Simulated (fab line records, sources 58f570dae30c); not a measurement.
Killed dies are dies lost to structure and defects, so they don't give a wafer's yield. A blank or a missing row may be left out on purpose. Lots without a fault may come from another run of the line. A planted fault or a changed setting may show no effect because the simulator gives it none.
A struck lot beside a sound one | flow berkeley_cmos170 | 21 steps out of a route of 331
Sound: wafers L572.2, L572.4, L572.6. Struck: wafers L559.2, L559.5, L559.6. The cause comes at the end.
At each step with rows: each side's tool, then ch and its chambers, then its first start. Under that, the readings that differ: sound wafers | struck wafers | difference of the means | sigmas: that difference in standard deviations of wafers without a fault.
alike: readings whose means differ by less than 2 such deviations, and words and numbers that are the same on both sides. not compared: withheld readings, readings that some wafer has no value for, bounds like >300 that may hide the same value, and numbers for which the record gives no deviation and whose values overlap.
The two part at a step that has a row with sigmas, a row that says differs or no value, or rows on one side only. Numbers that don't overlap but have no deviation are shown without sigmas and don't part them. A reading that every wafer of one side lacks parts them only if that side has two wafers or more.

UCB170_V2_CD_MEAS_90: target cd 700 nm.
  sound on cd_sem-01, day 12 01:08; struck on cd_sem-01, day 9 04:52
  alike: cd_nm
then, 1 step without rows for these wafers: UCB170_M3_PRE_CLEAN_00 (preclean etch time 60 s).
UCB170_M3_SPUTTER_01: material Al, target thk 900 nm, time 120 s.
  sound on pvd_sputter-01, day 12 01:19; struck on pvd_sputter-03, day 9 05:02
  alike: throttle_valve_pct
UCB170_M3_RS_MEAS_02: measures by four-point-probe.
  sound on film_metro-02, day 12 01:25; struck on film_metro-04, day 9 05:08
  alike: M3_AL_RS
UCB170_M3_THK_MEAS_03: measures by xrf.
  sound on film_metro-02, day 12 01:31; struck on film_metro-04, day 9 05:15
  alike: M3_AL_THK
then, 3 steps without rows for these wafers: UCB170_M3_HMDS_04 (prime time 60 s); UCB170_M3_COAT_05 (resist thk 900 nm); UCB170_M3_SOFTBAKE_06 (time 60 s).
UCB170_M3_STRIP_07: strips in O2.
  sound on plasma_asher-03 ch 0, day 12 02:11; struck on plasma_asher-03 ch 0,1, day 9 06:26
  reading                      | sound             | struck            | difference | sigmas
  strip_time_to_endpoint_s (s) | 22.13 22.10 22.16 | 22.01 22.00 21.99 | -0.13      | -2
  alike: drypump_motor_current_A, oes_product_au
  not compared: rf_hours_counter_h
then, 3 steps without rows for these wafers: UCB170_M3_STRIP_08 (strips KrF in DMSO, time 600 s); UCB170_M3_COAT_09; UCB170_M3_COAT_10 (resist thk 900 nm).
UCB170_M3_SOFTBAKE_11: time 60 s.
  sound on litho_track-03 ch 0, day 12 02:00; struck on litho_track-01 ch 0, day 9 07:00
  reading                  | sound                | struck               | difference | sigmas
  heater_power_total_W (W) | 56.89 56.80 56.83    | 55.74 55.85 55.91    | -1.01      | -20
  plate_temp_C (C)         | 129.97 130.00 129.87 | 128.31 128.35 128.18 | -1.67      | -14
then, 3 steps without rows for these wafers: UCB170_M3_EXPOSE_12 (exposes mask METAL3, target cd 700 nm); UCB170_M3_PEB_13; UCB170_M3_DEVELOP_14 (develop time 45 s).
UCB170_M3_CD_MEAS_15: target cd 700 nm.
  sound on cd_sem-01, day 12 04:00; struck on cd_sem-01, day 9 07:59
  reading    | sound             | struck            | difference | sigmas
  cd_nm (nm) | 697.1 698.8 699.2 | 702.9 702.3 702.3 | +4.1       | +3
UCB170_M3_OVL_MEAS_16:
  sound on overlay-01, day 12 04:07; struck on overlay-01, day 9 08:05
  alike: M3_OVL
UCB170_M3_ETCH_17: etches BARC in N2/H2.
  sound on rie_diel-02 ch 1,2,3, day 12 04:08; struck on rie_diel-02 ch 0,1, day 9 08:07
  reading             | sound             | struck            | difference | sigmas
  model.M3.cd_nm (nm) | 695.8 700.2 699.1 | 702.1 701.8 701.2 | +3.3       |
  alike: drypump_motor_current_A, oes_product_au, throttle_valve_pct
UCB170_M3_METAL_ETCH_18: etches Al in Cl2/BCl3, stops on SiO2, target depth 1170 nm, time 195 s.
  sound on rie_metal-04 ch 1, day 12 04:11; struck on rie_metal-01 ch 0,1, day 9 08:10
  reading                     | sound             | struck            | difference | sigmas
  drypump_motor_current_A (A) | 5.3 5.3 5.3       | 6.1 5.9 6.1       | +0.7       | +2
  throttle_valve_pct (%)      | 23.97 23.97 23.97 | 24.64 24.69 24.67 | +0.70      | +3
  alike: oes_product_au
  not compared: rf_hours_counter_h
UCB170_M3_PROBE_99:
  the record has rows for the struck wafers here (prober-01, day 9 08:44) and none for the sound ones

WHERE THEY PART
First at UCB170_M3_STRIP_07; last, within this record, at UCB170_M3_PROBE_99.

WHY: what the simulator had put in
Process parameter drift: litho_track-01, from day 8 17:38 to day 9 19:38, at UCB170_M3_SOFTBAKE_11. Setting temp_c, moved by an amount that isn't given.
